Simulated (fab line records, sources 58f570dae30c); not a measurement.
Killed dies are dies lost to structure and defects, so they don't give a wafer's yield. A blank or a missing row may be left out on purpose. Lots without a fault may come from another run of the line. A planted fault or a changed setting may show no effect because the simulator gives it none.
A struck lot beside a sound one | flow berkeley_cmos170 | 28 steps out of a route of 331
Sound: wafers L383.1, L383.2, L383.3. Struck: wafers L385.1, L385.4, L385.5. The cause comes at the end.
At each step with rows: each side's tool, then ch and its chambers, then its first start. Under that, the readings that differ: sound wafers | struck wafers | difference of the means | sigmas: that difference in standard deviations of wafers without a fault.
alike: readings whose means differ by less than 2 such deviations, and words and numbers that are the same on both sides. not compared: withheld readings, readings that some wafer has no value for, bounds like >300 that may hide the same value, and numbers for which the record gives no deviation and whose values overlap.
The two part at a step that has a row with sigmas, a row that says differs or no value, or rows on one side only. Numbers that don't overlap but have no deviation are shown without sigmas and don't part them. A reading that every wafer of one side lacks parts them only if that side has two wafers or more.

first, 6 steps without rows for these wafers: UCB170_PVT_HMDS_00 (prime time 60 s); UCB170_PVT_COAT_01 (resist thk 900 nm); UCB170_PVT_SOFTBAKE_02 (time 60 s); UCB170_PVT_EXPOSE_03 (exposes mask NWELL, target cd 3000 nm); UCB170_PVT_PEB_04; UCB170_PVT_DEVELOP_05 (develop time 45 s).
UCB170_PVT_OVL_MEAS_06:
  sound on overlay-02, day 8 05:03; struck on overlay-01, day 8 13:46
  alike: PVT_OVL
then, 1 step without rows for these wafers: UCB170_PVT_IMPLANT_07.
UCB170_PVT_STRIP_08: strips in O2.
  sound on plasma_asher-02 ch 0,1, day 8 05:14; struck on plasma_asher-02 ch 0,1, day 8 13:57
  alike: drypump_motor_current_A, oes_product_au, strip_time_to_endpoint_s
  not compared: rf_hours_counter_h
UCB170_PVT_TW_MEAS_09:
  sound on film_metro-01, day 8 05:20; struck on film_metro-02, day 8 14:03
  alike: PVT_TW
then, 1 step without rows for these wafers: UCB170_GATE_WET_ETCH_00 (etches SiO2 in dHF, time 200 s).
UCB170_FIELD_THK_MEAS_91:
  sound on film_metro-02, day 8 05:43; struck on film_metro-03, day 8 14:10
  alike: FIELD_OXIDE_LEFT_2_THK
UCB170_GATE_OXIDATION_01: target thk 6.6 nm, ox time 1800 s.
  sound on furnace-04 ch 0, day 8 07:01; struck on furnace-04 ch 0, day 8 20:02
  reading                                     | sound             | struck            | difference | sigmas
  ox_time_s (s)                               | 1800 1800 1800    | 2610 2610 2610    | +810       |
  model.SiO2_of_GATE_OXIDATION_01.thk_nm (nm) | 6.561 6.554 6.592 | 8.555 8.596 8.662 | +2.035     |
  alike: spike_tc_source_C, zone_power_source_pct
UCB170_GATE_THK_MEAS_02:
  sound on film_metro-04, day 8 08:31; struck on film_metro-04, day 8 21:47
  reading             | sound          | struck         | difference | sigmas
  GATE_OXIDE_THK (nm) | 6.52 6.51 6.56 | 8.54 8.59 8.69 | +2.08      | +19
  not compared: hold
then, 1 step without rows for these wafers: UCB170_GATE_CVD_04 (deposits poly-Si from SiH4, time 1440 s, target thk 214 nm).
UCB170_GATE_THK_MEAS_05:
  sound on film_metro-04, day 8 15:50; struck on film_metro-02, day 9 09:28
  reading            | sound             | struck            | difference | sigmas
  GATE_POLY_THK (nm) | 217.6 216.4 217.5 | 209.1 209.4 209.8 | -7.7       | -3
then, 6 steps without rows for these wafers: UCB170_GATE_COAT_06; UCB170_GATE_COAT_07 (resist thk 900 nm); UCB170_GATE_SOFTBAKE_08 (time 60 s); UCB170_GATE_EXPOSE_09 (exposes mask POLY, target cd 350 nm); UCB170_GATE_PEB_10; UCB170_GATE_DEVELOP_11 (develop time 45 s).
UCB170_GATE_CD_MEAS_12: target cd 350 nm.
  sound on cd_sem-02, day 8 16:44; struck on cd_sem-01, day 9 10:47
  alike: cd_nm
UCB170_GATE_OVL_MEAS_13:
  sound on overlay-02, day 8 16:51; struck on overlay-01, day 9 10:55
  alike: GATE_OVL
UCB170_GATE_ETCH_14: etches BARC in N2/H2.
  sound on rie_diel-02 ch 0,1,2, day 8 16:53; struck on rie_diel-03 ch 0,2,3, day 9 10:57
  alike: drypump_motor_current_A, h2_flow_sccm, oes_product_au, throttle_valve_pct
UCB170_GATE_ETCH_15: etches poly-Si in HBr/Cl2, stops on SiO2, time 56.3 s, target depth 278.2 nm.
  sound on rie_si-02 ch 0,1,2, day 8 16:56; struck on rie_si-01 ch 1,2, day 9 10:59
  reading                                     | sound             | struck            | difference | sigmas
  model.SiO2_of_GATE_OXIDATION_01.thk_nm (nm) | 6.532 6.554 6.581 | 8.536 8.596 8.643 | +2.036     |
  alike: drypump_motor_current_A, oes_product_au, throttle_valve_pct
  not compared: rf_hours_counter_h
UCB170_GATE_STRIP_16: strips in O2.
  sound on plasma_asher-03 ch 0,1, day 8 16:59; struck on plasma_asher-01 ch 0,1, day 9 11:05
  alike: drypump_motor_current_A, oes_product_au
  not compared: rf_hours_counter_h
UCB170_M3_PROBE_99:
  the record has rows for the struck wafers here (prober-01, day 11 00:56) and none for the sound ones

WHERE THEY PART
First at UCB170_GATE_THK_MEAS_02; last, within this record, at UCB170_M3_PROBE_99.

WHY: what the simulator had put in
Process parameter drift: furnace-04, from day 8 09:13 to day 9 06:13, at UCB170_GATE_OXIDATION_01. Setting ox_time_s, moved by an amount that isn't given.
